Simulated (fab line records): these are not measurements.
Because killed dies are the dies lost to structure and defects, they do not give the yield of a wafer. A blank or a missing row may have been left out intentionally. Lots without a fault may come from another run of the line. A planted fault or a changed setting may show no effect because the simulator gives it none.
fab line records -- flow ritCmos
record lots=6, wafers=18, lastDay=7
route steps=202 shown CONTACT@172 M1@184
lots that met no fault: from a run of the same line without faults
startH: hours from the record's first day to the start of the lot's first wafer shown -- waitH: hours elapsed since this lot's preceding step -- " the same as in the row above -- L1.1+2: several wafers, shown together as one row -- - no value, or no start was given -- * or withheld: withheld -- < > ~ a bound
route shown NAME@n: NAME is a module with steps in the file, n the number in the route of the first one -- usual: average and standard deviation across the fault-free wafers -- same: alike in all rows -- chamber/n: place in a boat -- sites: each site's reading -- _std_site: standard deviation across them -- _edge_site: mean of outer sites minus mean of inner sites -- radiusMm: for every site, how far away it sits from the centre of the wafer -- mask NAME#n: copy n -- behind: the last tool/chamber to shape the wafer -- hold: why the lot went on hold/how many hours it stayed there/how the hold came to an end -- device: transistor that didn't switch, given as n, p or np -- end of line: the route-end tests of the same wafers -- where a step has no rows: the recipe by itself -- killed: dies that structure and defects cost at the first sort, which is not the same as the wafer's yield -- map: per-die view of a wafer (x killed, . not killed, _ where there is no die)
set.NAME: the run value of the setting; set.NAME@STEP: its run value at that earlier step -- model.NAME: the simulator's own value behind a step, which no gauge read
lots at some steps of the route; a table a step, a row a wafer
services: when a tool's chamber went out of use (startH, in hours from the record's first day, below 0 if earlier), for how many hours, and the reason
## steps
# step RIT_CONTACT_SOFTBAKE_04
# recipe resist=NOVOLAK, tempC=90, timeS=60
# step RIT_CONTACT_EXPOSE_05
# recipe maskId=M11, na=0.6, sourceShape=conventional, sigmaOuter=0.5, targetCdNm=1000, doseMj=250
# step RIT_CONTACT_PEB_06
# recipe resist=NOVOLAK, tempC=withheld, timeS=withheld
# step RIT_CONTACT_DEVELOP_07
# recipe resist=NOVOLAK, developTimeS=120, devTempC=23
# step RIT_CONTACT_CD_MEAS_08
# recipe targetCdNm=1000
# usual cdNm=999.1/2.5
lot.wafer,tool,chamber,startH,waitH,cdNm
L707.1,cdSem-02,-,60.02,-,997.9
L707.3,cdSem-02,-,60.02,-,999.8
L707.5,cdSem-02,-,60.02,-,997.9
L708.2,cdSem-02,-,63.72,-,993.8
L708.4,cdSem-02,-,63.72,-,994.7
L708.5,cdSem-02,-,63.72,-,995.9
L714.1,cdSem-01,-,93.08,-,1001.6
L714.2,cdSem-01,-,93.08,-,1002.9
L714.5,cdSem-01,-,93.08,-,1001.9
L715.1,cdSem-01,-,97.65,-,996.9
L715.3,cdSem-01,-,97.65,-,998.3
L715.5,cdSem-01,-,97.65,-,998.9
L717.2,cdSem-02,-,109.57,-,1000.1
L717.3,cdSem-02,-,109.57,-,999.3
L717.5,cdSem-02,-,109.57,-,997.4
L728.1,cdSem-02,-,162.56,-,997.8
L728.5,cdSem-02,-,162.56,-,999.5
L728.6,cdSem-02,-,162.56,-,1000.4
# step RIT_CONTACT_OVL_MEAS_09
# usual CONTACT_OVL=0.9/1.5
lot.wafer,tool,chamber,startH,waitH,CONTACT_OVL[nm]
L707.1,overlay-02,-,60.14,0.1,-0.4
L707.3,overlay-02,-,60.14,0.1,-0.2
L707.5,overlay-02,-,60.14,0.1,-0.5
L708.2,overlay-02,-,63.82,0.1,1.8
L708.4,overlay-02,-,63.82,0.1,2.0
L708.5,overlay-02,-,63.82,0.1,0.6
L714.1,overlay-01,-,93.20,0.1,-0.3
L714.2,overlay-01,-,93.20,0.1,0.8
L714.5,overlay-01,-,93.20,0.1,-2.1
L715.1,overlay-01,-,97.77,0.1,2.3
L715.3,overlay-01,-,97.77,0.1,3.2
L715.5,overlay-01,-,97.77,0.1,2.7
L717.2,overlay-01,-,109.67,0.1,0.5
L717.3,overlay-01,-,109.67,0.1,-0.3
L717.5,overlay-01,-,109.67,0.1,0.4
L728.1,overlay-02,-,162.68,0.1,0.5
L728.5,overlay-02,-,162.68,0.1,2.2
L728.6,overlay-02,-,162.68,0.1,0.1
# step RIT_CONTACT_HARDBAKE_10
# recipe resist=NOVOLAK, tempC=140, timeS=60
# step RIT_CONTACT_ETCH_11
# recipe targetDepthA=4800, overEtchFrac=0.2, stopOn=TiSi2, chemistry=CHF3/CF4/Ar, target=SiO2, CHF3_flow_sccm=50, cf4FlowSccm=10, Ar_flow_sccm=100, O2_flow_sccm=5, pressureMtorr=100, rfW=200, timeS=320
# usual drypumpMotorCurrentA=5.9/0.52, oesProductAu=0.982/0.019, throttleValvePct=8.86/0.14
lot.wafer,tool,chamber,startH,waitH,drypumpMotorCurrentA,oesProductAu,rfHoursCounterH,throttleValvePct
L707.1,rieDiel-02,2,60.32,0.1,5.4,0.988,1,8.98
L707.3,rieDiel-02,3,60.32,0.1,5.0,1.012,126,8.96
L707.5,rieDiel-02,3,60.32,0.1,5.0,1.010,-,8.95
L708.2,rieDiel-01,0,64.00,0.1,6.5,0.966,72,8.58
L708.4,rieDiel-01,1,64.00,0.1,5.8,1.005,150,8.96
L708.5,rieDiel-01,1,64.00,0.1,5.8,0.998,-,8.97
L714.1,rieDiel-01,3,93.39,0.1,5.6,0.989,8,8.80
L714.2,rieDiel-01,2,93.39,0.1,5.2,0.973,120,8.72
L714.5,rieDiel-01,3,93.39,0.1,5.6,0.976,-,8.79
L715.1,rieDiel-03,1,97.96,0.1,5.9,1.019,2,8.87
L715.3,rieDiel-03,2,97.96,0.1,6.6,0.966,21,8.86
L715.5,rieDiel-03,0,97.96,0.1,5.7,0.961,-,9.06
L717.2,rieDiel-03,1,109.85,0.1,5.9,1.019,2,8.85
L717.3,rieDiel-03,2,109.85,0.1,6.7,0.965,21,8.88
L717.5,rieDiel-03,2,109.85,0.1,6.6,0.970,-,8.86
L728.1,rieDiel-03,1,162.87,0.1,6.0,1.015,3,8.86
L728.5,rieDiel-03,3,162.87,0.1,6.5,0.955,-,8.71
L728.6,rieDiel-03,2,162.87,0.1,6.6,0.960,-,8.88
# step RIT_CONTACT_STRIP_12
# recipe chemistry=O2, timeS=180, resist=NOVOLAK, platenTempC=withheld, powerW=500, pressureMtorr=4000, o2FlowSccm=4000
# usual drypumpMotorCurrentA=5.6/0.39, rfReflPowerW=6.5/1.4
lot.wafer,tool,chamber,startH,waitH,drypumpMotorCurrentA,rfHoursCounterH,rfReflPowerW
L707.1,plasmaAsher-02,0,60.52,0.1,5.7,23,6.4
L707.3,plasmaAsher-02,1,60.52,0.1,6.1,-,6.5
L707.5,plasmaAsher-02,1,60.52,0.1,6.2,-,6.7
L708.2,plasmaAsher-03,1,64.20,0.1,5.7,45,8.5
L708.4,plasmaAsher-03,1,64.20,0.1,5.7,-,8.5
L708.5,plasmaAsher-03,0,64.20,0.1,5.8,-,3.6
L714.1,plasmaAsher-01,0,93.58,0.1,5.0,46,6.9
L714.2,plasmaAsher-01,1,93.58,0.1,6.0,46,6.0
L714.5,plasmaAsher-01,0,93.58,0.1,5.1,-,6.7
L715.1,plasmaAsher-01,0,98.15,0.1,5.0,47,6.9
L715.3,plasmaAsher-01,0,98.15,0.1,5.1,-,7.0
L715.5,plasmaAsher-01,1,98.15,0.1,6.0,-,6.4
L717.2,plasmaAsher-01,1,110.05,0.1,6.0,48,6.5
L717.3,plasmaAsher-01,1,110.05,0.1,6.0,-,6.2
L717.5,plasmaAsher-01,0,110.05,0.1,5.0,-,6.9
L728.1,plasmaAsher-01,1,163.06,0.1,6.0,56,6.9
L728.5,plasmaAsher-01,1,163.06,0.1,6.0,-,6.4
L728.6,plasmaAsher-01,0,163.06,0.1,5.0,-,7.1
# step RIT_CONTACT_CD_MEAS_90
# recipe targetCdNm=1000
# usual cdNm=999.2/2.5
lot.wafer,tool,chamber,startH,waitH,cdNm
L707.1,cdSem-01,-,60.69,0.1,998.2
L707.3,cdSem-01,-,60.69,0.1,1000.1
L707.5,cdSem-01,-,60.69,0.1,998.6
L708.2,cdSem-01,-,64.39,0.1,994.3
L708.4,cdSem-01,-,64.39,0.1,995.1
L708.5,cdSem-01,-,64.39,0.1,996.0
L714.1,cdSem-02,-,93.76,0.1,1001.2
L714.2,cdSem-02,-,93.76,0.1,1002.0
L714.5,cdSem-02,-,93.76,0.1,1001.6
L715.1,cdSem-02,-,98.33,0.1,996.5
L715.3,cdSem-02,-,98.33,0.1,998.6
L715.5,cdSem-02,-,98.33,0.1,998.7
L717.2,cdSem-01,-,110.24,0.1,999.7
L717.3,cdSem-01,-,110.24,0.1,999.5
L717.5,cdSem-01,-,110.24,0.1,996.9
L728.1,cdSem-01,-,163.24,0.1,997.4
L728.5,cdSem-01,-,163.24,0.1,999.8
L728.6,cdSem-01,-,163.24,0.1,1000.2
# step RIT_CONTACT_CLEAN_13
# recipe chemistry=SC1, mix=3:3:50, timeS=600, tempC=75
# step RIT_CONTACT_CLEAN_14
# recipe chemistry=SC2, mix=3:3:50, timeS=600, tempC=75, dry=n2Spin
# step RIT_M1_SPUTTER_00
# recipe material=Al, targetThkNm=400, powerW=1952, chamberPressurePa=0.4, gas=Ar, timeS=500, substrateTempC=25
# usual throttleValvePct=29.2/0.79
lot.wafer,tool,chamber,startH,waitH,throttleValvePct
L707.1,pvdSputter-02,-,61.16,0.0,30.4
L707.3,pvdSputter-02,-,61.16,0.0,30.3
L707.5,pvdSputter-02,-,61.16,0.0,30.4
L708.2,pvdSputter-04,-,64.86,0.0,28.0
L708.4,pvdSputter-04,-,64.86,0.0,28.7
L708.5,pvdSputter-04,-,64.86,0.0,28.8
L714.1,pvdSputter-04,-,94.23,0.0,28.9
L714.2,pvdSputter-04,-,94.23,0.0,28.9
L714.5,pvdSputter-04,-,94.23,0.0,28.9
L715.1,pvdSputter-02,-,98.80,0.0,30.2
L715.3,pvdSputter-02,-,98.80,0.0,30.1
L715.5,pvdSputter-02,-,98.80,0.0,30.2
L717.2,pvdSputter-02,-,110.69,0.0,30.5
L717.3,pvdSputter-02,-,110.69,0.0,29.3
L717.5,pvdSputter-02,-,110.69,0.0,30.0
L728.1,pvdSputter-04,-,163.71,0.0,28.5
L728.5,pvdSputter-04,-,163.71,0.0,28.3
L728.6,pvdSputter-04,-,163.71,0.0,28.9
# step RIT_M1_RS_MEAS_01
# recipe thkMeasGauge=four-point-probe, reads=Al_of_M1_SPUTTER_00
# usual M1_AL_RS=0.0755/0.00076
lot.wafer,tool,chamber,startH,waitH,M1_AL_RS[ohm/sq]
L707.1,filmMetro-01,-,61.46,0.1,0.0751
L707.3,filmMetro-01,-,61.46,0.1,0.0739
L707.5,filmMetro-01,-,61.46,0.1,0.0745
L708.2,filmMetro-02,-,65.17,0.2,0.0764
L708.4,filmMetro-02,-,65.17,0.2,0.0764
L708.5,filmMetro-02,-,65.17,0.2,0.0767
L714.1,filmMetro-01,-,94.52,0.1,0.0753
L714.2,filmMetro-01,-,94.52,0.1,0.0756
L714.5,filmMetro-01,-,94.52,0.1,0.0753
L715.1,filmMetro-01,-,99.09,0.1,0.0758
L715.3,filmMetro-01,-,99.09,0.1,0.0756
L715.5,filmMetro-01,-,99.09,0.1,0.0749
L717.2,filmMetro-01,-,111.01,0.2,0.0746
L717.3,filmMetro-01,-,111.01,0.2,0.0757
L717.5,filmMetro-01,-,111.01,0.2,0.0748
L728.1,filmMetro-04,-,164.00,0.1,0.0764
L728.5,filmMetro-04,-,164.00,0.1,0.0756
L728.6,filmMetro-04,-,164.00,0.1,0.0764
# step RIT_M1_THK_MEAS_02
# recipe thkMeasGauge=xrf, reads=Al_of_M1_SPUTTER_00
# usual M1_AL_THK=384/5.1
lot.wafer,tool,chamber,startH,waitH,M1_AL_THK[nm]
L707.1,filmMetro-01,-,61.58,0.1,386
L707.3,filmMetro-01,-,61.58,0.1,393
L707.5,filmMetro-01,-,61.58,0.1,390
L708.2,filmMetro-02,-,65.28,0.1,378
L708.4,filmMetro-02,-,65.28,0.1,378
L708.5,filmMetro-02,-,65.28,0.1,377
L714.1,filmMetro-01,-,94.64,0.1,386
L714.2,filmMetro-01,-,94.64,0.1,386
L714.5,filmMetro-01,-,94.64,0.1,385
L715.1,filmMetro-01,-,99.21,0.1,387
L715.3,filmMetro-01,-,99.21,0.1,389
L715.5,filmMetro-01,-,99.21,0.1,392
L717.2,filmMetro-01,-,111.12,0.1,390
L717.3,filmMetro-01,-,111.12,0.1,389
L717.5,filmMetro-01,-,111.12,0.1,393
L728.1,filmMetro-04,-,164.12,0.1,381
L728.5,filmMetro-04,-,164.12,0.1,386
L728.6,filmMetro-04,-,164.12,0.1,380
# step RIT_M1_HMDS_03
# recipe primeTimeS=60, primeTempC=140
# step RIT_M1_COAT_04
# recipe resist=NOVOLAK, spinRpm=2000, resistThkNm=1300
# step RIT_M1_SOFTBAKE_05
# recipe resist=NOVOLAK, tempC=90, timeS=60
# step RIT_M1_EXPOSE_06
# recipe maskId=M12, na=0.6, sourceShape=conventional, sigmaOuter=0.5, targetCdNm=2600, doseMj=250
# step RIT_M1_PEB_07
# recipe resist=NOVOLAK, tempC=withheld, timeS=withheld
# step RIT_M1_DEVELOP_08
# recipe resist=NOVOLAK, developTimeS=65.25, devTempC=23
# step RIT_M1_CD_MEAS_09
# recipe targetCdNm=2600
# usual cdNm=2600.6/2.1
lot.wafer,tool,chamber,startH,waitH,cdNm
L707.1,cdSem-01,-,62.64,-,2598.5
L707.3,cdSem-01,-,62.64,-,2597.8
L707.5,cdSem-01,-,62.64,-,2596.7
L708.2,cdSem-02,-,66.23,-,2602.6
L708.4,cdSem-02,-,66.23,-,2599.6
L708.5,cdSem-02,-,66.23,-,2601.5
L714.1,cdSem-01,-,95.59,-,2600.5
L714.2,cdSem-01,-,95.59,-,2601.5
L714.5,cdSem-01,-,95.59,-,2602.2
L715.1,cdSem-02,-,100.15,-,2601.9
L715.3,cdSem-02,-,100.15,-,2603.2
L715.5,cdSem-02,-,100.15,-,2598.4
L717.2,cdSem-02,-,112.07,-,2599.3
L717.3,cdSem-02,-,112.07,-,2599.0
L717.5,cdSem-02,-,112.07,-,2598.9
L728.1,cdSem-02,-,165.19,-,2602.2
L728.5,cdSem-02,-,165.19,-,2602.7
L728.6,cdSem-02,-,165.19,-,2602.2
# step RIT_M1_OVL_MEAS_10
# usual M1_OVL=0.4/1.5
lot.wafer,tool,chamber,startH,waitH,M1_OVL[nm]
L707.1,overlay-02,-,62.77,0.1,-0.7
L707.3,overlay-02,-,62.77,0.1,-0.2
L707.5,overlay-02,-,62.77,0.1,-1.9
L708.2,overlay-02,-,66.34,0.1,-1.2
L708.4,overlay-02,-,66.34,0.1,-1.1
L708.5,overlay-02,-,66.34,0.1,-1.3
L714.1,overlay-01,-,95.71,0.1,-0.5
L714.2,overlay-01,-,95.71,0.1,-1.3
L714.5,overlay-01,-,95.71,0.1,-1.4
L715.1,overlay-02,-,100.27,0.1,-4.0
L715.3,overlay-02,-,100.27,0.1,-3.0
L715.5,overlay-02,-,100.27,0.1,-2.0
L717.2,overlay-01,-,112.17,0.1,1.9
L717.3,overlay-01,-,112.17,0.1,-0.3
L717.5,overlay-01,-,112.17,0.1,1.4
L728.1,overlay-02,-,165.31,0.1,0.7
L728.5,overlay-02,-,165.31,0.1,0.3
L728.6,overlay-02,-,165.31,0.1,0.9
# step RIT_M1_HARDBAKE_11
# recipe resist=NOVOLAK, tempC=140, timeS=120
# step RIT_M1_METAL_ETCH_12
# recipe stopOn=SiO2, chemistry=Cl2/BCl3, target=Al, timeS=165, overEtchFrac=0.5, pressureMtorr=100, targetDepthA=6000, rfW=250, Cl2_flow_sccm=60, bcl3FlowSccm=50
# usual drypumpMotorCurrentA=5.24/0.3, oesProductAu=0.771/0.016, throttleValvePct=8.24/0.11
lot.wafer,tool,chamber,startH,waitH,drypumpMotorCurrentA,oesProductAu,rfHoursCounterH,throttleValvePct
L707.1,rieMetal-04,0,63.27,0.2,4.83,0.777,1,8.04
L707.3,rieMetal-04,1,63.27,0.2,5.51,0.805,-,8.17
L707.5,rieMetal-04,1,63.27,0.2,5.49,0.793,-,8.19
L708.2,rieMetal-03,0,66.62,0.2,4.88,0.732,39,8.32
L708.4,rieMetal-03,1,66.62,0.2,5.72,0.762,-,8.38
L708.5,rieMetal-03,0,66.62,0.2,4.90,0.735,-,8.32
L714.1,rieMetal-03,0,96.00,0.2,4.90,0.738,39,8.31
L714.2,rieMetal-03,1,96.00,0.2,5.73,0.762,34,8.38
L714.5,rieMetal-03,1,96.00,0.2,5.74,0.766,-,8.38
L715.1,rieMetal-01,1,100.59,0.2,5.21,0.771,4,8.34
L715.3,rieMetal-01,0,100.59,0.2,5.33,0.774,-,8.26
L715.5,rieMetal-01,1,100.59,0.2,5.22,0.769,-,8.34
L717.2,rieMetal-03,1,112.69,0.2,5.75,0.769,34,8.38
L717.3,rieMetal-03,0,112.69,0.2,4.89,0.738,-,8.31
L717.5,rieMetal-03,1,112.69,0.2,5.76,0.762,-,8.38
L728.1,rieMetal-01,1,165.59,0.2,5.18,0.769,5,8.32
L728.5,rieMetal-01,1,165.59,0.2,5.21,0.771,-,8.32
L728.6,rieMetal-01,0,165.59,0.2,5.31,0.767,-,8.25
# step RIT_M1_STRIP_13
# recipe chemistry=nmp, resist=NOVOLAK, tempC=80, timeS=600, dry=n2Spin
# step RIT_M1_STRIP_14
# recipe chemistry=O2, timeS=180, platenTempC=withheld, powerW=500, pressureMtorr=4000, o2FlowSccm=4000
# usual drypumpMotorCurrentA=5.6/0.46, rfReflPowerW=7.0/0.77
lot.wafer,tool,chamber,startH,waitH,drypumpMotorCurrentA,rfHoursCounterH,rfReflPowerW
L707.1,plasmaAsher-01,0,63.61,0.0,5.0,43,7.1
L707.3,plasmaAsher-01,1,63.61,0.0,6.0,-,6.4
L707.5,plasmaAsher-01,0,63.61,0.0,5.1,-,7.0
L708.2,plasmaAsher-04,0,66.97,0.0,5.1,40,8.5
L708.4,plasmaAsher-04,1,66.97,0.0,6.0,-,6.9
L708.5,plasmaAsher-04,1,66.97,0.0,6.0,-,6.8
L714.1,plasmaAsher-04,1,96.33,0.0,6.0,44,6.8
L714.2,plasmaAsher-04,0,96.33,0.0,5.1,44,8.5
L714.5,plasmaAsher-04,0,96.33,0.0,5.1,-,8.3
L715.1,plasmaAsher-01,1,100.93,0.0,6.0,47,6.5
L715.3,plasmaAsher-01,0,100.93,0.0,5.0,-,7.0
L715.5,plasmaAsher-01,1,100.93,0.0,6.0,-,6.5
L717.2,plasmaAsher-01,0,113.03,0.0,5.0,49,7.0
L717.3,plasmaAsher-01,1,113.03,0.0,6.0,-,6.2
L717.5,plasmaAsher-01,1,113.03,0.0,6.0,-,6.0
L728.1,plasmaAsher-04,1,165.93,0.0,6.0,6,6.9
L728.5,plasmaAsher-04,1,165.93,0.0,6.0,-,6.7
L728.6,plasmaAsher-04,0,165.93,0.0,5.1,-,8.5
# step RIT_M1_CD_MEAS_90
# recipe targetCdNm=2600
# usual cdNm=2601/3.3
lot.wafer,tool,chamber,startH,waitH,cdNm
L707.1,cdSem-01,-,63.78,0.1,2601
L707.3,cdSem-01,-,63.78,0.1,2597
L707.5,cdSem-01,-,63.78,0.1,2597
L708.2,cdSem-01,-,67.17,0.1,2600
L708.4,cdSem-01,-,67.17,0.1,2598
L708.5,cdSem-01,-,67.17,0.1,2599
L714.1,cdSem-02,-,96.51,0.1,2600
L714.2,cdSem-02,-,96.51,0.1,2602
L714.5,cdSem-02,-,96.51,0.1,2602
L715.1,cdSem-01,-,101.10,0.1,2606
L715.3,cdSem-01,-,101.10,0.1,2606
L715.5,cdSem-01,-,101.10,0.1,2601
L717.2,cdSem-01,-,113.22,0.1,2600
L717.3,cdSem-01,-,113.22,0.1,2597
L717.5,cdSem-01,-,113.22,0.1,2598
L728.1,cdSem-01,-,166.10,0.1,2603
L728.5,cdSem-01,-,166.10,0.1,2605
L728.6,cdSem-01,-,166.10,0.1,2602
# step RIT_M1_ANNEAL_15
# recipe tempC=450, timeS=1800, ambient=forming_gas_H2N2
# step RIT_M1_BOW_MEAS_16
# recipe mode=bow
# usual M1_BOW=17/6.3
lot.wafer,tool,chamber,startH,waitH,M1_BOW[um]
L707.1,filmMetro-04,-,65.40,0.0,20
L707.3,filmMetro-04,-,65.40,0.0,18
L707.5,filmMetro-04,-,65.40,0.0,10
L708.2,filmMetro-01,-,69.11,0.0,32
L708.4,filmMetro-01,-,69.11,0.0,12
L708.5,filmMetro-01,-,69.11,0.0,22
L714.1,filmMetro-02,-,98.55,0.0,13
L714.2,filmMetro-02,-,98.55,0.0,16
L714.5,filmMetro-02,-,98.55,0.0,16
L715.1,filmMetro-01,-,103.19,0.0,13
L715.3,filmMetro-01,-,103.19,0.0,22
L715.5,filmMetro-01,-,103.19,0.0,23
L717.2,filmMetro-04,-,115.48,0.0,13
L717.3,filmMetro-04,-,115.48,0.0,13
L717.5,filmMetro-04,-,115.48,0.0,20
L728.1,filmMetro-02,-,167.72,0.0,10
L728.5,filmMetro-02,-,167.72,0.0,20
L728.6,filmMetro-02,-,167.72,0.0,16
# step RIT_M1_PROBE_99
# usual defectLimitedYield=97.4/1.2, killed_at_M0_to_M3=0.0/0.14, killedAtContacts=0.1/0.26, killedAtFrontEnd=7/3.2, killedDies=7/3.2, killedOnRim=1.6/1.2, killedOpen=3.2/2.1, killedShort=3.7/2.1, sort_bin_3_pad_short=0.1/0.2, sort_bin_5_function=1.5/0.79, sort_bin_6_memory=1.0/0.68, sortNPass=257/3.2, sortYieldPct=97.4/1.2
# same grossDies=264, killed_at_M4_up=0, killedAtBackSide=0, killedAtOther=0
lot.wafer,tool,chamber,startH,waitH,hold,defectLimitedYield[%],killed_at_M0_to_M3,killedAtContacts,killedAtFrontEnd,killedDies,killedOnRim,killedOpen,killedShort,sort_bin_3_pad_short[%],sort_bin_5_function[%],sort_bin_6_memory[%],sortNPass,sortYieldPct[%],model.etest.tester.sortNPass,model.etest.tester.sortYieldPct,model.etest.tester.sort_bin_5_pct,model.etest.tester.sort_bin_3_pct
L707.1,prober-01,-,65.52,0.1,-,95.8,0,0,11,11,3,4,7,0,1.9,2.3,253,95.8,253,95.83,1.894,0
L707.3,prober-01,-,65.62,0.2,-,96.6,0,0,9,9,3,4,5,0,1.5,1.9,255,96.6,255,96.59,1.515,0
L707.5,prober-01,-,65.72,0.2,-,98.9,0,0,3,3,1,2,1,0,0.8,0.4,261,98.9,261,98.86,0.7576,0
L708.2,prober-02,-,69.26,0.1,-,98.9,0,0,3,3,1,1,2,0.4,0.8,0,261,98.9,261,98.86,0.7576,0.3788
L708.4,prober-02,-,69.36,0.2,-,95.8,0,0,11,11,2,3,7,0.4,1.9,1.9,253,95.8,253,95.83,1.894,0.3788
L708.5,prober-02,-,69.41,0.2,-,97.0,0,0,8,8,3,5,3,0,2.7,0.4,256,97.0,256,96.97,2.652,0
L714.1,prober-02,-,98.67,0.1,-,96.6,0,0,9,9,2,5,4,0,1.9,1.5,255,96.6,255,96.59,1.894,0
L714.2,prober-02,-,98.72,0.1,-,96.6,0,0,9,9,2,3,6,0,0.8,2.7,255,96.6,255,96.59,0.7576,0
L714.5,prober-02,-,98.87,0.2,-,98.1,0,0,5,5,1,3,2,0.4,1.1,0.4,259,98.1,259,98.11,1.136,0.3788
L715.1,prober-01,-,103.31,0.1,awaitDispo/4.0h/release,97.7,0,0,6,6,2,2,4,0,1.1,1.1,258,97.7,258,97.73,1.136,0
L715.3,prober-01,-,103.41,0.2,awaitDispo/4.0h/release,83.7,28,0,15,43,11,13,2,3.8,9.8,2.7,221,83.7,221,83.71,9.848,3.788
L715.5,prober-01,-,103.51,0.2,awaitDispo/4.0h/release,98.1,0,0,5,5,0,2,3,0,0.8,1.1,259,98.1,259,98.11,0.7576,0
L717.2,prober-01,-,115.63,0.1,awaitDispo/9.7h/release,96.6,0,0,9,9,3,3,6,0,1.9,1.5,255,96.6,255,96.59,1.894,0
L717.3,prober-01,-,115.68,0.2,awaitDispo/9.7h/release,97.0,0,1,7,8,4,4,3,0.4,1.5,1.1,256,97.0,256,96.97,1.515,0.3788
L717.5,prober-01,-,115.78,0.2,awaitDispo/9.7h/release,87.1,34,0,0,34,10,0,0,5.3,6.1,1.5,230,87.1,230,87.12,6.061,5.303
L728.1,prober-02,-,167.84,0.1,-,96.2,0,0,10,10,2,5,5,0,1.5,2.3,254,96.2,254,96.21,1.515,0
L728.5,prober-02,-,168.04,0.2,-,97.3,0,0,7,7,1,1,6,0.4,1.5,0.8,257,97.3,257,97.35,1.515,0.3788
L728.6,prober-02,-,168.09,0.2,-,96.2,0,0,10,10,1,5,5,0.4,2.3,1.1,254,96.2,254,96.21,2.273,0.3788
# killed by level:class
L707.1 FOX1:geometricParticle:short=3 REOX:geometricParticle:short=2 FOX1:geometricParticle:open=1 GATE:geometricParticle:open=1 FOX2:geometricParticle:short=1 GATE:geometricParticle:short=1 REOX:geometricParticle:open=1 SILICIDE:geometricParticle:open=1
L707.3 GATE:geometricParticle:short=3 FOX1:geometricParticle:short=1 FOX2:geometricParticle:open=1 GATE:geometricParticle:open=1 REOX:geometricParticle:open=1 SPACER:geometricParticle:short=1 SPACER:geometricParticle:open=1
L707.5 FOX1:geometricParticle:open=1 GATE:geometricParticle:open=1 SILICIDE:geometricParticle:short=1
L708.2 GATE:geometricParticle:short=1 GATE:geometricParticle:open=1 SPACER:geometricParticle:short=1
L708.4 GATE:geometricParticle:open=3 FOX2:geometricParticle:short=2 GATE:geometricParticle:short=2 FOX1:geometricParticle:short=1 SPACER:geometricParticle:short=1 SILICIDE:geometricParticle:short=1 GATE:coatMicrobubblePrinted=1
L708.5 GATE:geometricParticle:open=2 GATE:geometricParticle:short=2 REOX:geometricParticle:short=1 REOX:geometricParticle:open=1 SPACER:geometricParticle:open=1 SILICIDE:geometricParticle:open=1
L714.1 SPACER:geometricParticle:open=3 GATE:geometricParticle:open=2 FOX1:geometricParticle:short=1 GATE:geometricParticle:short=1 REOX:geometricParticle:short=1 SPACER:geometricParticle:short=1
L714.2 GATE:geometricParticle:short=3 REOX:geometricParticle:open=2 FOX1:geometricParticle:short=1 FOX2:geometricParticle:short=1 FOX2:geometricParticle:open=1 SPACER:geometricParticle:short=1
L714.5 GATE:geometricParticle:open=2 FOX2:geometricParticle:short=1 FOX2:geometricParticle:open=1 SPACER:geometricParticle:short=1
L715.1 SPACER:geometricParticle:short=2 GATE:geometricParticle:open=1 GATE:geometricParticle:short=1 REOX:geometricParticle:short=1 SPACER:geometricParticle:open=1
L715.3 M1:unspecified=28 FOX1:geometricParticle:open=3 FOX2:geometricParticle:open=3 GATE:geometricParticle:open=2 REOX:geometricParticle:open=2 SILICIDE:geometricParticle:open=2 GATE:geometricParticle:short=1 REOX:geometricParticle:short=1
L715.5 GATE:geometricParticle:short=1 GATE:geometricParticle:open=1 REOX:geometricParticle:open=1 SPACER:geometricParticle:short=1 SILICIDE:geometricParticle:short=1
L717.2 GATE:geometricParticle:open=2 GATE:geometricParticle:short=2 REOX:geometricParticle:short=2 ACTIVE:geometricParticle:short=1 FOX1:geometricParticle:short=1 REOX:geometricParticle:open=1
L717.3 GATE:geometricParticle:open=2 GATE:geometricParticle:short=2 REOX:geometricParticle:open=1 SILICIDE:geometricParticle:short=1 CONTACT:geometricParticle:open=1 NWELL:coatMicrobubblePrinted=1
L717.5 M1:unspecified=34
L728.1 FOX1:geometricParticle:open=4 FOX1:geometricParticle:short=2 REOX:geometricParticle:short=2 GATE:geometricParticle:open=1 GATE:geometricParticle:short=1
L728.5 GATE:geometricParticle:short=2 REOX:geometricParticle:short=2 FOX2:geometricParticle:short=1 GATE:geometricParticle:open=1 SPACER:geometricParticle:short=1
L728.6 REOX:geometricParticle:open=3 GATE:geometricParticle:short=2 REOX:geometricParticle:short=2 FOX1:geometricParticle:open=1 SPACER:geometricParticle:open=1 SILICIDE:geometricParticle:short=1
# map L715.3 (x killed, . not)
________......._______
_____.............____
____...x...........___
___.......x.........__
__...............xxxx_
__.x............xxxxx_
_.......x....x.xxxxxxx
_...............xxxxxx
_................xxxxx
_................xxxx.
__...............x..._
__.x..x.......x......_
___..............x..__
____...............___
_____..........x..____
________......x_______
# map L717.5 (x killed, . not)
________......._______
_____.............____
____...............___
___.................__
__...............xxxx_
__...............xxxx_
_...............xxxxxx
_..............xxxxxxx
_................xxxxx
_................xxxxx
__................x.x_
__................x.._
___.................__
____...............___
_____.............____
________......._______
## services
tool,chamber,startH,hours,kind
rieDiel-01,1,64.65,1.4,repair
rieDiel-01,-,82.53,0.4,repair
rieDiel-02,2,89.08,3.8,repair
rieDiel-01,0,91.52,3.6,repair
plasmaAsher-02,-,92.79,55.8,repair
plasmaAsher-04,-,108.92,9.0,pm
plasmaAsher-04,0,108.92,9.0,ventCycle
plasmaAsher-04,1,108.92,9.0,ventCycle
plasmaAsher-04,0,117.92,-,clean
plasmaAsher-04,1,117.92,-,clean
rieDiel-02,-,120.74,2.8,pm
rieMetal-03,-,136.12,20.0,pm
rieMetal-03,0,136.12,20.0,ventCycle
rieMetal-03,1,136.12,20.0,ventCycle
rieDiel-02,0,145.76,7.4,repair
plasmaAsher-02,-,155.35,1.5,repair
rieMetal-03,0,156.12,-,clean
rieMetal-03,1,156.12,-,clean
rieDiel-01,1,160.13,3.8,repair
rieDiel-01,1,163.93,-,clean
## key
firstSign step=RIT_M1_PROBE_99, reading=killed_at_M0_to_M3, direction=up, sigmas=31, usual=0.0, struck=31
effect step=RIT_M1_PROBE_99, reading=sort_bin_3_pad_short, direction=up, sigmas=12, usual=0.1, struck=4.5
modelEffect step=RIT_M1_PROBE_99, value=etest.tester.sortNPass, without=255.5, struck=225.5
metAt RIT_M1_SPUTTER_00
struckWafers L715.3,L717.5
onsetBetween 61.16 98.80
fault kind=chamberParticleSource, tool=pvdSputter-02, chamber=-, onsetH=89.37, steps=RIT_M1_SPUTTER_00, ratePerVisitCm2=1.9951, endH=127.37, scope=struckWafersOnly
